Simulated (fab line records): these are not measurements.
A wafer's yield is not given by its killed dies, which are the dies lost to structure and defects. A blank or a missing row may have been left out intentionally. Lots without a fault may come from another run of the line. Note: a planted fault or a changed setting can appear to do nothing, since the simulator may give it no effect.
fab line records | flow rit-cmos | part 1 of 2: steps 1 to 33 of 45
record lots=5 wafers=15 last-day=7
route steps=202 shown NRETRO@57 PRETRO@64 GATE@75 FOX2@80 REOX@98
lots untouched by any fault: they come from a run of this same line in which no faults occurred
start-h: hours from the record's first day to the start of the lot's first wafer shown | wait-h: hours from the lot's prior step to this one | " as in the row above | L1.1+2: a row that stands for several wafers | - value missing, or start not given | * or withheld: withheld | < > ~ a bound
route shown NAME@n: names a module that has steps shown in the file, with the first one's number in the route | usual: average and standard deviation across the fault-free wafers | same: alike in all rows | chamber/n: place in a boat | sites: the reading at each site | _std_site: how widely they spread, as a standard deviation | _edge_site: outer sites' mean less inner sites' | radius-mm: how far each site lies from the wafer's centre | mask NAME#n: copy n | behind: the last tool/chamber to shape the wafer | hold: why the lot went on hold/how many hours it stayed there/how the hold came to an end | device: the n, p or np transistor that did not switch | end of line: the same wafers' tests at the end of the route | for a step that has no rows: nothing shown but its recipe | killed: the dies lost at the first sort to structure and to defects; this is not the yield of the wafer | map: the dies of a wafer, with x for killed, . for not killed, _ for no die there
set.NAME: the setting the step ran with; set.NAME@STEP: the setting that earlier step ran with | model.NAME: the simulator's own value behind a step, which no gauge read
a table for each step, a row for each wafer; lots at some steps of the route
services: from which hour (start-h, from the record's first day; less than 0 if before it) a tool's chamber was out of use, for how many hours, and why
## steps
# step RIT_NRETRO_PEB_04
# recipe resist=NOVOLAK temp-c=withheld time-s=withheld
# columns lot.wafer tool chamber start-h wait-h
L079.1+2+5 litho-track-02 0 54.93 0.1
L080.1+3+5 litho-track-03 0 60.05 0.1
L083.3+4+6 litho-track-01 0 74.58 0.1
L084.2+4+6 litho-track-01 0 80.55 0.1
L097.1+3+4 litho-track-03 0 143.46 0.1
# step RIT_NRETRO_DEVELOP_05
# recipe resist=NOVOLAK develop-time-s=68 dev-temp-c=23
# columns lot.wafer tool chamber start-h wait-h
L079.1+2+5 litho-track-02 0 - -
L080.1+3+5 litho-track-03 0 - -
L083.3+4+6 litho-track-01 0 - -
L084.2+4+6 litho-track-01 0 - -
L097.1+3+4 litho-track-03 0 - -
# step RIT_NRETRO_OVL_MEAS_06
# usual NRETRO_OVL=-0.7/1.1
# columns lot.wafer tool chamber start-h wait-h NRETRO_OVL[nm]
L079.1 overlay-01 - 55.25 - -1.3
L079.2 " - " " -1.6
L079.5 " - " " -1.7
L080.1 overlay-01 - 60.37 - -1.5
L080.3 " - " " -3.2
L080.5 " - " " -0.7
L083.3 overlay-02 - 74.85 - 0.4
L083.4 " - " " -0.2
L083.6 " - " " -0.3
L084.2 overlay-01 - 80.84 - 0.0
L084.4 " - " " -1.2
L084.6 " - " " -0.1
L097.1 overlay-01 - 143.77 - 0.0
L097.3 " - " " -1.4
L097.4 " - " " -0.8
# step RIT_NRETRO_HARDBAKE_07
# recipe resist=NOVOLAK temp-c=140 time-s=120
# columns lot.wafer tool chamber start-h wait-h
L079.1+2+5 litho-track-01 0 55.28 0.0
L080.1+3+5 litho-track-01 0 60.40 0.0
L083.3+4+6 litho-track-01 0 74.96 0.1
L084.2+4+6 litho-track-03 0 80.92 0.1
L097.1+3+4 litho-track-01 0 143.81 0.0
# step RIT_NRETRO_IMPLANT_08
# recipe species=P energy-kev=70 dose-cm2=1e+13 tilt-deg=7
# same implant-ion-amu=31
# columns lot.wafer tool chamber start-h wait-h
L079.1+2+5 implanter-02 0 55.53 0.2
L080.1+3+5 implanter-03 0 60.65 0.2
L083.3+4+6 implanter-03 0 75.18 0.2
L084.2+4+6 implanter-02 0 81.15 0.2
L097.1+3+4 implanter-04 0 144.06 0.2
# step RIT_NRETRO_STRIP_09
# recipe chemistry=O2 time-s=180 resist=NOVOLAK platen-temp-c=withheld power-w=500 pressure-mtorr=4000 o2-flow-sccm=4000
# usual drypump-motor-current-A=5.6/0.45 rf-refl-power-W=6.4/1.2
# columns lot.wafer tool chamber start-h wait-h drypump-motor-current-A rf-hours-counter-h rf-refl-power-W
L079.1 plasma-asher-03 1 55.68 0.1 6.6 42 5.3
L079.2 " 0 " " 5.6 42 6.9
L079.5 " 0 " " 5.6 - 7.2
L080.1 plasma-asher-01 1 60.80 0.1 5.1 44 5.8
L080.3 " 1 " " 5.1 - 6.0
L080.5 " 0 " " 5.4 - 7.1
L083.3 plasma-asher-03 0 75.34 0.1 5.6 - 7.4
L083.4 " 1 " " 6.6 - 5.1
L083.6 " 0 " " 5.6 - 7.1
L084.2 plasma-asher-02 0 81.27 0.1 5.9 25 4.3
L084.4 " 0 " " 5.9 - 4.6
L084.6 " 1 " " 5.5 - 8.1
L097.1 plasma-asher-03 1 144.21 0.1 6.6 51 5.2
L097.3 " 0 " " 5.6 - 7.1
L097.4 " 1 " " 6.6 - 5.3
# step RIT_NRETRO_TW_MEAS_10
# usual NRETRO_TW=1035/11
# columns lot.wafer tool chamber start-h wait-h NRETRO_TW
L079.1 film-metro-03 - 55.86 0.1 1035
L079.2 " - " " 1039
L079.5 " - " " 1040
L080.1 film-metro-03 - 60.98 0.1 1034
L080.3 " - " " 1029
L080.5 " - " " 1034
L083.3 film-metro-03 - 75.47 0.1 1033
L083.4 " - " " 1036
L083.6 " - " " 1032
L084.2 film-metro-01 - 81.46 0.1 1020
L084.4 " - " " 1027
L084.6 " - " " 1025
L097.1 film-metro-01 - 144.38 0.1 1028
L097.3 " - " " 1026
L097.4 " - " " 1023
# step RIT_PRETRO_HMDS_00
# recipe prime-time-s=60 prime-temp-c=140
# usual prime-temp-c=140.03/0.14
# columns lot.wafer tool chamber start-h wait-h prime-temp-c
L079.1 litho-track-01 0 55.92 0.1 140.09
L079.2 " 0 " " 140.26
L079.5 " 0 " " 140.08
L080.1 litho-track-02 0 61.04 0.1 140.14
L080.3 " 0 " " 140.21
L080.5 " 0 " " 140.07
L083.3 litho-track-02 0 75.56 0.1 140.00
L083.4 " 0 " " 140.19
L083.6 " 0 " " 140.16
L084.2 litho-track-01 0 81.58 0.1 140.08
L084.4 " 0 " " 140.21
L084.6 " 0 " " 140.13
L097.1 litho-track-04 0 144.44 0.1 139.97
L097.3 " 0 " " 139.77
L097.4 " 0 " " 139.99
# step RIT_PRETRO_COAT_01
# recipe resist=NOVOLAK spin-rpm=2000 resist-thk-nm=1300
# usual dispense-pressure-kPa=51.9/2.4
# columns lot.wafer tool chamber start-h wait-h dispense-pressure-kPa
L079.1 litho-track-01 0 56.07 0.1 46.6
L079.2 " 0 " " 46.6
L079.5 " 0 " " 46.6
L080.1 litho-track-02 0 61.19 0.1 52.5
L080.3 " 0 " " 52.5
L080.5 " 0 " " 52.5
L083.3 litho-track-02 0 75.71 0.1 52.5
L083.4 " 0 " " 52.5
L083.6 " 0 " " 52.5
L084.2 litho-track-01 0 81.73 0.1 46.5
L084.4 " 0 " " 46.5
L084.6 " 0 " " 46.5
L097.1 litho-track-04 0 144.59 0.1 53.4
L097.3 " 0 " " 53.4
L097.4 " 0 " " 53.4
# step RIT_PRETRO_SOFTBAKE_02
# recipe resist=NOVOLAK temp-c=90 time-s=60
# columns lot.wafer tool chamber start-h wait-h
L079.1+2+5 litho-track-01 0 56.22 0.1
L080.1+3+5 litho-track-02 0 61.34 0.1
L083.3+4+6 litho-track-02 0 75.86 0.1
L084.2+4+6 litho-track-01 0 81.88 0.1
L097.1+3+4 litho-track-04 0 144.74 0.1
# step RIT_PRETRO_EXPOSE_03
# recipe mask-id=M5 na=0.57 target-cd-nm=43700 dose-mj=250
# usual exposure-dose-mJ-cm2=250.03/0.26
# columns lot.wafer tool chamber start-h wait-h mask exposure-dose-mJ-cm2
L079.1 iline-stepper-01 0 56.49 0.2 M5#0 250.23
L079.2 " 0 " " M5#0 250.58
L079.5 " 0 " " M5#0 250.56
L080.1 iline-stepper-02 0 61.61 0.2 M5#0 250.03
L080.3 " 0 " " M5#0 250.15
L080.5 " 0 " " M5#0 250.04
L083.3 iline-stepper-02 0 76.13 0.2 M5#0 249.86
L083.4 " 0 " " M5#0 250.12
L083.6 " 0 " " M5#0 249.89
L084.2 iline-stepper-02 0 82.02 0.1 M5#0 250.50
L084.4 " 0 " " M5#0 250.34
L084.6 " 0 " " M5#0 250.56
L097.1 iline-stepper-02 0 144.89 0.1 M5#0 249.94
L097.3 " 0 " " M5#0 249.85
L097.4 " 0 " " M5#0 249.79
# step RIT_PRETRO_PEB_04
# recipe resist=NOVOLAK temp-c=withheld time-s=withheld
# columns lot.wafer tool chamber start-h wait-h
L079.1+2+5 litho-track-01 0 56.61 0.1
L080.1+3+5 litho-track-01 0 61.73 0.1
L083.3+4+6 litho-track-02 0 76.26 0.1
L084.2+4+6 litho-track-01 0 82.15 0.1
L097.1+3+4 litho-track-04 0 145.01 0.1
# step RIT_PRETRO_DEVELOP_05
# recipe resist=NOVOLAK develop-time-s=68 dev-temp-c=23
# columns lot.wafer tool chamber start-h wait-h
L079.1+2+5 litho-track-01 0 - -
L080.1+3+5 litho-track-01 0 - -
L083.3+4+6 litho-track-02 0 - -
L084.2+4+6 litho-track-01 0 - -
L097.1+3+4 litho-track-04 0 - -
# step RIT_PRETRO_OVL_MEAS_06
# usual PRETRO_OVL=0.8/1.2
# columns lot.wafer tool chamber start-h wait-h PRETRO_OVL[nm]
L079.1 overlay-02 - 56.92 - 2.9
L079.2 " - " " 3.6
L079.5 " - " " 2.3
L080.1 overlay-02 - 62.04 - 1.3
L080.3 " - " " 0.6
L080.5 " - " " 1.0
L083.3 overlay-01 - 76.53 - 0.9
L083.4 " - " " -0.3
L083.6 " - " " 1.3
L084.2 overlay-01 - 82.44 - 2.2
L084.4 " - " " 0.4
L084.6 " - " " 0.5
L097.1 overlay-01 - 145.32 - -0.3
L097.3 " - " " 0.2
L097.4 " - " " -0.1
# step RIT_PRETRO_HARDBAKE_07
# recipe resist=NOVOLAK temp-c=140 time-s=120
# columns lot.wafer tool chamber start-h wait-h
L079.1+2+5 litho-track-04 0 57.12 0.2
L080.1+3+5 litho-track-02 0 62.08 0.0
L083.3+4+6 litho-track-01 0 76.64 0.1
L084.2+4+6 litho-track-01 0 82.51 0.1
L097.1+3+4 litho-track-04 0 145.36 0.0
# step RIT_PRETRO_IMPLANT_08
# recipe species=B energy-kev=45 dose-cm2=1.2e+13 tilt-deg=7
# same implant-ion-amu=11
# columns lot.wafer tool chamber start-h wait-h
L079.1+2+5 implanter-02 0 57.37 0.2
L080.1+3+5 implanter-02 0 62.33 0.2
L083.3+4+6 implanter-01 0 76.85 0.2
L084.2+4+6 implanter-02 0 82.75 0.2
L097.1+3+4 implanter-02 0 145.61 0.2
# step RIT_PRETRO_STRIP_09
# recipe chemistry=O2 time-s=180 resist=NOVOLAK platen-temp-c=withheld power-w=500 pressure-mtorr=4000 o2-flow-sccm=4000
# usual drypump-motor-current-A=5.4/0.45 rf-refl-power-W=6.6/1.2
# columns lot.wafer tool chamber start-h wait-h drypump-motor-current-A rf-hours-counter-h rf-refl-power-W
L079.1 plasma-asher-01 1 57.52 0.1 5.1 43 6.2
L079.2 " 0 " " 5.4 43 7.2
L079.5 " 0 " " 5.4 - 7.0
L080.1 plasma-asher-01 1 62.48 0.1 5.1 44 6.3
L080.3 " 0 " " 5.4 - 7.1
L080.5 " 1 " " 5.1 - 6.1
L083.3 plasma-asher-01 0 77.01 0.1 5.4 - 7.3
L083.4 " 1 " " 5.0 - 5.9
L083.6 " 1 " " 5.0 - 5.9
L084.2 plasma-asher-01 0 82.87 0.1 5.4 46 7.1
L084.4 " 1 " " 5.1 - 6.2
L084.6 " 0 " " 5.4 - 7.1
L097.1 plasma-asher-02 1 145.76 0.1 5.5 32 8.1
L097.3 " 1 " " 5.5 - 8.2
L097.4 " 0 " " 5.9 - 4.2
# step RIT_PRETRO_TW_MEAS_10
# usual PRETRO_TW=466.2/2.8
# columns lot.wafer tool chamber start-h wait-h PRETRO_TW
L079.1 film-metro-02 - 57.69 0.1 470.7
L079.2 " - " " 467.6
L079.5 " - " " 468.5
L080.1 film-metro-03 - 62.65 0.1 465.9
L080.3 " - " " 469.5
L080.5 " - " " 467.4
L083.3 film-metro-02 - 77.15 0.1 471.2
L083.4 " - " " 468.4
L083.6 " - " " 472.1
L084.2 film-metro-01 - 83.06 0.1 463.2
L084.4 " - " " 462.6
L084.6 " - " " 461.1
L097.1 film-metro-03 - 145.93 0.1 464.8
L097.3 " - " " 466.4
L097.4 " - " " 468.3
# step RIT_GATE_WET_ETCH_00
# recipe chemistry=BOE target=SiO2 target-depth-nm=56 time-s=60 dry=n2-spin dilution=10:1 temp-c=21.5
# columns lot.wafer tool chamber start-h wait-h
L079.1+2+5 wet-bench-02 1 57.75 0.1
L080.1+3+5 wet-bench-04 1 62.71 0.1
L083.3+4+6 wet-bench-04 3 77.19 0.0
L084.2+4+6 wet-bench-04 2 83.11 0.0
L097.1+3+4 wet-bench-04 1 145.99 0.1
# step RIT_GATE_CLEAN_01
# recipe chemistry=SC1 mix=3:3:50 time-s=600 temp-c=75
# columns lot.wafer tool chamber start-h wait-h
L079.1+2+5 wet-bench-02 0 57.78 0.0
L080.1+3+5 wet-bench-02 2 62.74 0.0
L083.3+4+6 wet-bench-02 2 77.21 0.0
L084.2+4+6 wet-bench-04 1 83.13 0.0
L097.1+3+4 wet-bench-01 2 146.02 0.0
# step RIT_GATE_CLEAN_02
# recipe chemistry=dHF dilution=50:1 time-s=30
# columns lot.wafer tool chamber start-h wait-h
L079.1+2+5 wet-bench-04 2 57.97 0.0
L080.1+3+5 wet-bench-04 1 62.93 0.0
L083.3+4+6 wet-bench-04 1 77.41 0.0
L084.2+4+6 wet-bench-04 2 83.31 0.0
L097.1+3+4 wet-bench-02 1 146.40 0.0
# step RIT_GATE_CLEAN_03
# recipe chemistry=SC2 mix=3:3:50 time-s=600 temp-c=75 dry=n2-spin
# columns lot.wafer tool chamber start-h wait-h
L079.1+2+5 wet-bench-02 1 57.99 0.0
L080.1+3+5 wet-bench-02 0 62.95 0.0
L083.3+4+6 wet-bench-02 3 77.42 0.0
L084.2+4+6 wet-bench-04 3 83.32 0.0
L097.1+3+4 wet-bench-04 3 146.42 0.0
# step RIT_GATE_CLEAN_04
# recipe chemistry=dHF dilution=50:1 time-s=60 dry=n2-spin
# columns lot.wafer tool chamber start-h wait-h
L079.1+2+5 wet-bench-04 2 58.18 0.0
L080.1+3+5 wet-bench-04 3 63.14 0.0
L083.3+4+6 wet-bench-04 1 77.61 0.0
L084.2+4+6 wet-bench-04 2 83.50 0.0
L097.1+3+4 wet-bench-02 2 146.59 0.0
# step RIT_FOX2_THK_MEAS_91
# recipe reads=SiO2_of_FOX2_OXIDATION_00
# usual FIELD_OXIDE_LEFT_2_THK=255/6.3
# columns lot.wafer tool chamber start-h wait-h FIELD_OXIDE_LEFT_2_THK[nm]
L079.1 film-metro-02 - 58.20 0.0 255
L079.2 " - " " 257
L079.5 " - " " 256
L080.1 film-metro-04 - 63.16 0.0 258
L080.3 " - " " 255
L080.5 " - " " 257
L083.3 film-metro-04 - 77.66 0.0 256
L083.4 " - " " 266
L083.6 " - " " 261
L084.2 film-metro-02 - 83.53 0.0 250
L084.4 " - " " 248
L084.6 " - " " 244
L097.1 film-metro-04 - 146.62 0.0 259
L097.3 " - " " 261
L097.4 " - " " 252
# step RIT_GATE_OXIDATION_05
# recipe temp-c=900 ambient=O2 target-thk-a=30 ox-time-s=270
# usual tube_center_temp_C_max=902.3/0.37
# columns lot.wafer tool chamber start-h wait-h tube_center_temp_C_max
L079.1 furnace-01 0 59.12 0.9 902.8
L079.2 " 0 " " 902.2
L079.5 " 0 " " 902.2
L080.1 furnace-01 0 63.22 0.1 902.0
L080.3 " 0 " " 902.1
L080.5 " 0 " " 901.8
L083.3 furnace-03 0 77.70 0.0 902.3
L083.4 " 0 " " 902.3
L083.6 " 0 " " 902.3
L084.2 furnace-02 0 83.58 0.0 902.9
L084.4 " 0 " " 901.8
L084.6 " 0 " " 902.7
L097.1 furnace-02 0 146.68 0.1 902.3
L097.3 " 0 " " 902.8
L097.4 " 0 " " 902.2
# step RIT_GATE_ANNEAL_06
# recipe temp-c=900 time-s=600 ambient=N2O
# usual tube_center_temp_C_max=902.3/0.41
# columns lot.wafer tool chamber start-h wait-h tube_center_temp_C_max
L079.1 furnace-01 0 60.20 0.0 902.4
L079.2 " 0 " " 902.3
L079.5 " 0 " " 902.0
L080.1 furnace-03 0 64.30 0.0 902.6
L080.3 " 0 " " 902.1
L080.5 " 0 " " 902.6
L083.3 furnace-03 0 78.77 0.0 902.0
L083.4 " 0 " " 901.9
L083.6 " 0 " " 902.5
L084.2 furnace-01 0 84.66 0.0 902.2
L084.4 " 0 " " 901.9
L084.6 " 0 " " 901.9
L097.1 furnace-03 0 148.37 0.6 902.5
L097.3 " 0 " " 902.1
L097.4 " 0 " " 903.2
# step RIT_GATE_THK_MEAS_07
# recipe reads=SiO2_of_GATE_OXIDATION_05
# usual GATE_OXIDE_THK=3.01/0.071
# columns lot.wafer tool chamber start-h wait-h GATE_OXIDE_THK[nm]
L079.1 film-metro-02 - 60.45 0.0 3.08
L079.2 " - " " 3.11
L079.5 " - " " 2.99
L080.1 film-metro-02 - 64.55 0.0 2.95
L080.3 " - " " 2.92
L080.5 " - " " 2.90
L083.3 film-metro-01 - 79.04 0.0 3.12
L083.4 " - " " 3.16
L083.6 " - " " 3.14
L084.2 film-metro-02 - 84.92 0.0 2.96
L084.4 " - " " 2.92
L084.6 " - " " 2.98
L097.1 film-metro-02 - 148.62 0.0 2.88
L097.3 " - " " 2.94
L097.4 " - " " 2.94
# step RIT_GATE_CVD_08
# recipe material=poly-Si target-thk-nm=250 temp-c=610 precursor=SiH4 time-s=2220 pressure-mtorr=300 sih4-flow-sccm=100
# usual susceptor-temp-C=610.04/0.28
# columns lot.wafer tool chamber start-h wait-h susceptor-temp-C
L079.1 lpcvd-02 1 60.51 0.1 610.25
L079.2 " 1 " " 610.28
L079.5 " 1 " " 610.20
L080.1 lpcvd-02 1 64.61 0.1 609.81
L080.3 " 1 " " 610.26
L080.5 " 1 " " 609.78
L083.3 lpcvd-02 1 79.08 0.0 610.28
L083.4 " 1 " " 610.19
L083.6 " 1 " " 609.82
L084.2 lpcvd-01 0 84.97 0.0 609.69
L084.4 " 0 " " 609.97
L084.6 " 0 " " 610.34
L097.1 lpcvd-01 1 148.68 0.1 609.94
L097.3 " 1 " " 610.18
L097.4 " 1 " " 610.06
# step RIT_GATE_THK_MEAS_09
# recipe reads=poly-Si_of_GATE_CVD_08
# usual GATE_POLY_THK=250.5/2.7
# columns lot.wafer tool chamber start-h wait-h GATE_POLY_THK[nm]
L079.1 film-metro-04 - 62.93 0.0 250.8
L079.2 " - " " 251.3
L079.5 " - " " 251.6
L080.1 film-metro-02 - 66.22 0.0 248.9
L080.3 " - " " 248.2
L080.5 " - " " 249.9
L083.3 film-metro-02 - 81.53 0.0 251.6
L083.4 " - " " 250.0
L083.6 " - " " 251.0
L084.2 film-metro-02 - 86.59 0.0 251.7
L084.4 " - " " 251.3
L084.6 " - " " 250.9
L097.1 film-metro-01 - 150.29 0.0 252.9
L097.3 " - " " 251.5
L097.4 " - " " 252.2
# step RIT_GATE_HMDS_10
# recipe prime-time-s=60 prime-temp-c=140
# usual prime-temp-c=140.01/0.14
# columns lot.wafer tool chamber start-h wait-h prime-temp-c
L079.1 litho-track-04 0 62.99 0.1 140.03
L079.2 " 0 " " 140.03
L079.5 " 0 " " 140.17
L080.1 litho-track-01 0 66.28 0.1 140.17
L080.3 " 0 " " 140.07
L080.5 " 0 " " 140.06
L083.3 litho-track-03 0 81.62 0.1 139.91
L083.4 " 0 " " 139.74
L083.6 " 0 " " 140.01
L084.2 litho-track-03 0 86.67 0.1 139.75
L084.4 " 0 " " 140.08
L084.6 " 0 " " 139.78
L097.1 litho-track-03 0 150.35 0.1 139.92
L097.3 " 0 " " 140.17
L097.4 " 0 " " 140.15
# step RIT_GATE_COAT_11
# recipe resist=NOVOLAK spin-rpm=4250 resist-thk-nm=850
# usual dispense-pressure-kPa=49/3.5
# columns lot.wafer tool chamber start-h wait-h dispense-pressure-kPa
L079.1 litho-track-04 0 63.14 0.1 53
L079.2 " 0 " " 53
L079.5 " 0 " " 53
L080.1 litho-track-01 0 66.43 0.1 47
L080.3 " 0 " " 47
L080.5 " 0 " " 47
L083.3 litho-track-03 0 81.77 0.1 46
L083.4 " 0 " " 46
L083.6 " 0 " " 46
L084.2 litho-track-03 0 86.82 0.1 46
L084.4 " 0 " " 46
L084.6 " 0 " " 46
L097.1 litho-track-03 0 150.50 0.1 46
L097.3 " 0 " " 46
L097.4 " 0 " " 46
# step RIT_GATE_SOFTBAKE_12
# recipe resist=NOVOLAK temp-c=90 time-s=60
# columns lot.wafer tool chamber start-h wait-h
L079.1+2+5 litho-track-04 0 63.29 0.1
L080.1+3+5 litho-track-01 0 66.58 0.1
L083.3+4+6 litho-track-03 0 81.92 0.1
L084.2+4+6 litho-track-03 0 86.97 0.1
L097.1+3+4 litho-track-03 0 150.65 0.1
# step RIT_GATE_EXPOSE_13
# recipe mask-id=M6 na=0.6 source-shape=conventional sigma-outer=0.6 target-cd-nm=150 dose-mj=380
# usual exposure-dose-mJ-cm2=380.0/0.35
# same sigma-outer=0.6
# columns lot.wafer tool chamber start-h wait-h mask exposure-dose-mJ-cm2
L079.1 iline-stepper-02 0 63.57 0.2 M6#0 380.3
L079.2 " 0 " " M6#0 380.1
L079.5 " 0 " " M6#0 380.0
L080.1 iline-stepper-02 0 66.73 0.1 M6#0 379.4
L080.3 " 0 " " M6#0 379.5
L080.5 " 0 " " M6#0 380.0
L083.3 iline-stepper-01 0 82.06 0.1 M6#0 380.2
L083.4 " 0 " " M6#0 380.1
L083.6 " 0 " " M6#0 380.1
L084.2 iline-stepper-01 0 87.11 0.1 M6#0 380.0
L084.4 " 0 " " M6#0 379.9
L084.6 " 0 " " M6#0 379.9
L097.1 iline-stepper-01 0 150.93 0.2 M6#0 380.0
L097.3 " 0 " " M6#0 380.2
L097.4 " 0 " " M6#0 379.8
